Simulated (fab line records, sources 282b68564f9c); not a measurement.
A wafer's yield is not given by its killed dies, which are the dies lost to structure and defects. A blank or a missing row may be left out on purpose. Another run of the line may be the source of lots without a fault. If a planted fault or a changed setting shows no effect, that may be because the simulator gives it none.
fab line records -- flow ritCmos
record: lots: 13, wafers: 39, lastDay: 7
route steps=202 shown PLDD@117 M1@202
lots that met no fault: from a run of the same line without faults
startH: the number of hours between the record's first day and the start of the first shown wafer of the lot -- waitH: hours from the lot's prior step to this one -- " same as the row above -- L1.1+2: one row covering several wafers at once -- - no value, or no start given -- * or withheld: withheld -- < > ~ a bound
route shown NAME@n: a module of which the file shows steps, and the number in the route of the first -- usual: mean/standard deviation of fault-free wafers -- same: alike in all rows -- chamber/n: place in a boat -- sites: readings site by site -- _std_site: how widely they spread, as a standard deviation -- _edge_site: outer sites' mean less inner sites' -- radiusMm: for every site, how far away it sits from the centre of the wafer -- mask NAME#n: copy n -- behind: tool/chamber where the wafer was last shaped -- hold: the reason the lot was held/the length of the hold in hours/how it ended -- device: the n, p or np transistor that did not switch -- end of line: the tests these same wafers got at the end of their route -- step lacking rows: just its recipe -- killed: at the first sort, the dies lost to defects and structure; wafer yield is something else -- map: per-die view of a wafer (x killed, . not killed, _ where there is no die)
set.NAME: setting as actually run; set.NAME@STEP: the setting as run at that earlier step -- model.NAME: the simulator's own value behind a step, which no gauge read
the route's steps for a sample of lots (tables are steps, rows are wafers)
services: when a tool's chamber went out of use (startH, in hours from the record's first day, below 0 if earlier), for how many hours, and the reason
== steps ==
step: RIT_PLDD_EXPOSE_03
recipe: maskId: M8, na: 0.57, targetCdNm: 40900, doseMj: 250
lot.wafer,tool,chamber,startH,waitH,mask
L943.2+4+6,ilineStepper-01,0,53.59,0.1,M8#0
L944.2+3+5,ilineStepper-01,0,58.92,0.1,M8#0
L945.1+3+4,ilineStepper-02,0,65.64,0.2,M8#0
L946.2+4+6,ilineStepper-02,0,69.46,0.1,M8#0
L947.1+2+3,ilineStepper-02,0,75.04,0.1,M8#0
L949.2+4+6,ilineStepper-02,0,83.34,0.1,M8#0
L950.1+3+5,ilineStepper-02,0,91.55,0.1,M8#0
L952.4+5+6,ilineStepper-01,0,98.54,0.2,M8#0
L954.1+4+5,ilineStepper-02,0,106.83,0.2,M8#0
L955.2+3+5,ilineStepper-02,0,109.71,0.1,M8#0
L957.1+5+6,ilineStepper-01,0,122.25,0.2,M8#0
L958.1+2+4,ilineStepper-02,0,124.86,0.2,M7#0
L961.1+2+5,ilineStepper-02,0,142.96,0.2,M8#0
step: RIT_PLDD_OVL_MEAS_06
usual: PLDD_OVL: -1.3/1.4
lot.wafer,tool,chamber,startH,waitH,PLDD_OVL[nm]
L943.2,overlay-02,-,53.98,-,-1.3
L943.4,overlay-02,-,53.98,-,-3.3
L943.6,overlay-02,-,53.98,-,-1.7
L944.2,overlay-02,-,59.30,-,-1.9
L944.3,overlay-02,-,59.30,-,-0.7
L944.5,overlay-02,-,59.30,-,-1.4
L945.1,overlay-01,-,66.04,-,0.5
L945.3,overlay-01,-,66.04,-,-0.7
L945.4,overlay-01,-,66.04,-,-0.5
L946.2,overlay-02,-,69.85,-,-1.3
L946.4,overlay-02,-,69.85,-,-2.1
L946.6,overlay-02,-,69.85,-,-0.6
L947.1,overlay-01,-,75.44,-,-0.2
L947.2,overlay-01,-,75.44,-,-1.4
L947.3,overlay-01,-,75.44,-,0.4
L949.2,overlay-01,-,83.86,-,-0.7
L949.4,overlay-01,-,83.86,-,-1.7
L949.6,overlay-01,-,83.86,-,-2.2
L950.1,overlay-01,-,91.95,-,-2.6
L950.3,overlay-01,-,91.95,-,-2.9
L950.5,overlay-01,-,91.95,-,-2.8
L952.4,overlay-02,-,98.90,-,-2.6
L952.5,overlay-02,-,98.90,-,-2.0
L952.6,overlay-02,-,98.90,-,-4.3
L954.1,overlay-02,-,107.23,-,0.4
L954.4,overlay-02,-,107.23,-,-1.4
L954.5,overlay-02,-,107.23,-,-1.3
L955.2,overlay-02,-,110.10,-,-0.6
L955.3,overlay-02,-,110.10,-,-0.3
L955.5,overlay-02,-,110.10,-,-2.3
L957.1,overlay-02,-,122.65,-,-1.5
L957.5,overlay-02,-,122.65,-,-1.3
L957.6,overlay-02,-,122.65,-,-1.6
L958.1,overlay-01,-,125.26,-,-
L958.2,overlay-01,-,125.26,-,-
L958.4,overlay-01,-,125.26,-,-
L961.1,overlay-02,-,143.36,-,0.6
L961.2,overlay-02,-,143.36,-,1.1
L961.5,overlay-02,-,143.36,-,1.2
step: RIT_PLDD_TW_MEAS_10
usual: PLDD_TW: 2340/9.9
lot.wafer,tool,chamber,startH,waitH,PLDD_TW
L943.2,filmMetro-04,-,54.50,0.1,2333
L943.4,filmMetro-04,-,54.50,0.1,2346
L943.6,filmMetro-04,-,54.50,0.1,2334
L944.2,filmMetro-04,-,59.82,0.1,2336
L944.3,filmMetro-04,-,59.82,0.1,2349
L944.5,filmMetro-04,-,59.82,0.1,2339
L945.1,filmMetro-04,-,66.55,0.1,2331
L945.3,filmMetro-04,-,66.55,0.1,2347
L945.4,filmMetro-04,-,66.55,0.1,2329
L946.2,filmMetro-03,-,70.39,0.1,2334
L946.4,filmMetro-03,-,70.39,0.1,2336
L946.6,filmMetro-03,-,70.39,0.1,2346
L947.1,filmMetro-02,-,75.95,0.1,2320
L947.2,filmMetro-02,-,75.95,0.1,2332
L947.3,filmMetro-02,-,75.95,0.1,2337
L949.2,filmMetro-02,-,84.37,0.1,2343
L949.4,filmMetro-02,-,84.37,0.1,2341
L949.6,filmMetro-02,-,84.37,0.1,2347
L950.1,filmMetro-03,-,92.53,0.1,2333
L950.3,filmMetro-03,-,92.53,0.1,2328
L950.5,filmMetro-03,-,92.53,0.1,2347
L952.4,filmMetro-03,-,99.42,0.1,2348
L952.5,filmMetro-03,-,99.42,0.1,2326
L952.6,filmMetro-03,-,99.42,0.1,2338
L954.1,filmMetro-02,-,107.74,0.1,2345
L954.4,filmMetro-02,-,107.74,0.1,2340
L954.5,filmMetro-02,-,107.74,0.1,2342
L955.2,filmMetro-02,-,110.86,0.1,2333
L955.3,filmMetro-02,-,110.86,0.1,2336
L955.5,filmMetro-02,-,110.86,0.1,2340
L957.1,filmMetro-04,-,123.16,0.1,2363
L957.5,filmMetro-04,-,123.16,0.1,2362
L957.6,filmMetro-04,-,123.16,0.1,2351
L958.1,filmMetro-02,-,125.77,0.1,30
L958.2,filmMetro-02,-,125.77,0.1,30
L958.4,filmMetro-02,-,125.77,0.1,30
L961.1,filmMetro-02,-,143.87,0.1,2343
L961.2,filmMetro-02,-,143.87,0.1,2330
L961.5,filmMetro-02,-,143.87,0.1,2350
step: RIT_M1_PROBE_99
usual: killedAtContacts: 0.1/0.3, killedAtFrontEnd: 6.7/2.6, killedDies: 6.8/2.6, killedOnRim: 1.9/1.3, killedOpen: 3.3/1.7, killedShort: 3.4/2
same: grossDies: 264, killed_at_M0_to_M3: 0, killed_at_M4_up: 0, killedAtBackSide: 0, killedAtOther: 0
lot.wafer,tool,chamber,startH,waitH,killedAtContacts,killedAtFrontEnd,killedDies,killedOnRim,killedOpen,killedShort
L958.1,prober-01,-,139.63,0.1,1,263,264,70,6,1
L958.2,prober-01,-,139.68,0.1,0,264,264,70,3,1
L958.4,prober-01,-,139.78,0.2,0,264,264,70,2,5
killed by level:class
L958.1 PLDD:areaExpose=257 GATE:geometricParticle:open=2 SPACER:geometricParticle:open=2 FOX1:geometricParticle:open=1 REOX:geometricParticle:short=1 CONTACT:geometricParticle:open=1
L958.2 PLDD:areaExpose=260 FOX2:geometricParticle:short=1 FOX2:geometricParticle:open=1 GATE:geometricParticle:open=1 REOX:geometricParticle:open=1
L958.4 PLDD:areaExpose=257 GATE:geometricParticle:short=2 REOX:geometricParticle:short=2 FOX1:geometricParticle:open=1 FOX2:geometricParticle:short=1 GATE:geometricParticle:open=1
== services ==
tool,chamber,startH,hours,kind
ilineStepper-02,-,70.56,2.1,repair
ilineStepper-01,-,84.15,8.8,repair
ilineStepper-01,-,84.47,8.8,repair
ilineStepper-01,-,117.68,2.5,repair
ilineStepper-02,0,132.33,-,calibration
== key ==
firstSign: step: RIT_PLDD_EXPOSE_03, reading: mask, direction: changed
effect: step: RIT_PLDD_OVL_MEAS_06, reading: PLDD_OVL, direction: missing
effect: step: RIT_PLDD_TW_MEAS_10, reading: PLDD_TW, direction: down, sigmas: 99+, usual: 2340, struck: 30
effect: step: RIT_M1_PROBE_99, reading: killedAtFrontEnd, direction: up, sigmas: 98, usual: 6.7, struck: 263.7
moreKillsBornAt: RIT_PLDD_EXPOSE_03@ilineStepper-02: 774
metAt RIT_PLDD_EXPOSE_03
struckLots L958
testerLeftOut L958
onsetBetween 109.71 124.86
fault: kind: wrongMask, tool: any, chamber: -, onsetH: 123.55, steps: RIT_PLDD_EXPOSE_03, auxCopy: M7#0, scope: struckLotsOnly
testerLeftOut: of these lots the tester's yield and bins aren't shown, on N5 and GAA mostly nor the transistor test; their killed dies are dies lost to structure and defects alone, not to doping, threshold or leakage, so they don't give the yield
